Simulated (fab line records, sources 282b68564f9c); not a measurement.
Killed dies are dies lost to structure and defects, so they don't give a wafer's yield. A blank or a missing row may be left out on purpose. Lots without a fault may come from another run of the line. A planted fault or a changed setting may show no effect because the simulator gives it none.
Which tool did it? | flow rit_cmos | 7 lots, 21 wafers sampled, at 2 steps of a route of 202

WHAT THE GAUGES READ, wafer by wafer
RIT_PRETRO_TW_MEAS_10.
lot  | measured    | on            | PRETRO_TW
L292 | day 2 12:28 | film_metro-01 | 472.5 474.3 471.9
L294 | day 2 23:40 | film_metro-04 | 480.1 478.5 477.0
L299 | day 3 23:20 | film_metro-01 | 471.1 470.6 469.8
L302 | day 4 14:28 | film_metro-01 | 391.0 391.7 393.2
L308 | day 5 20:35 | film_metro-02 | 470.6 471.5 470.1
L312 | day 6 17:02 | film_metro-02 | 477.2 475.6 475.1
L314 | day 7 03:07 | film_metro-01 | 472.2 473.1 470.1

WHICH TOOL RAN EACH LOT (tool, then ch and the chambers of the sampled wafers, then the start)
lot  | RIT_PRETRO_IMPLANT_08
L292 | implanter-03 ch 0, day 2 12:10
L294 | implanter-01 ch 0, day 2 23:22
L299 | implanter-03 ch 0, day 3 23:02
L302 | implanter-02 ch 0, day 4 14:08
L308 | implanter-03 ch 0, day 5 20:16
L312 | implanter-01 ch 0, day 6 16:42
L314 | implanter-01 ch 0, day 7 02:47
- RIT_PRETRO_IMPLANT_08

THE ANSWER, worked out from the rows above alone
Rule: what is usual is taken from the lots themselves. Put in order of their means at a reading, lots are off if they are a third of the lots or fewer, leave a main group of 4 or more, and stand apart from it by a gap of 3 or more times the standard deviation of the main group's means; of several such gaps the widest counts. A main group whose means are all the same, to the digits that the tables above print for the reading, isn't used. A lot without any number at a reading at which 4 lots or more have one is off too. The other lots that the step has rows for count as sound.
Off: L302, at RIT_PRETRO_TW_MEAS_10 (PRETRO_TW). The main group: mean 473.4, standard deviation 2.9.
A tool fits if, at a process step before that reading, it ran every lot that is off, and no sound lot after the first of them. The gauges at RIT_PRETRO_TW_MEAS_10 are tried like those tools. One fits: implanter-02 at RIT_PRETRO_IMPLANT_08. It ran no sound lot before its first lot that is off in this sample, so the start can't be narrowed down.

WHAT THE SIMULATOR HAD PUT IN
Process parameter drift: implanter-02, from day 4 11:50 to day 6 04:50, at RIT_PRETRO_IMPLANT_08. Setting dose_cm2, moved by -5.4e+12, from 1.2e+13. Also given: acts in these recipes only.
Lots struck among those shown: L302. The rule above found the same.
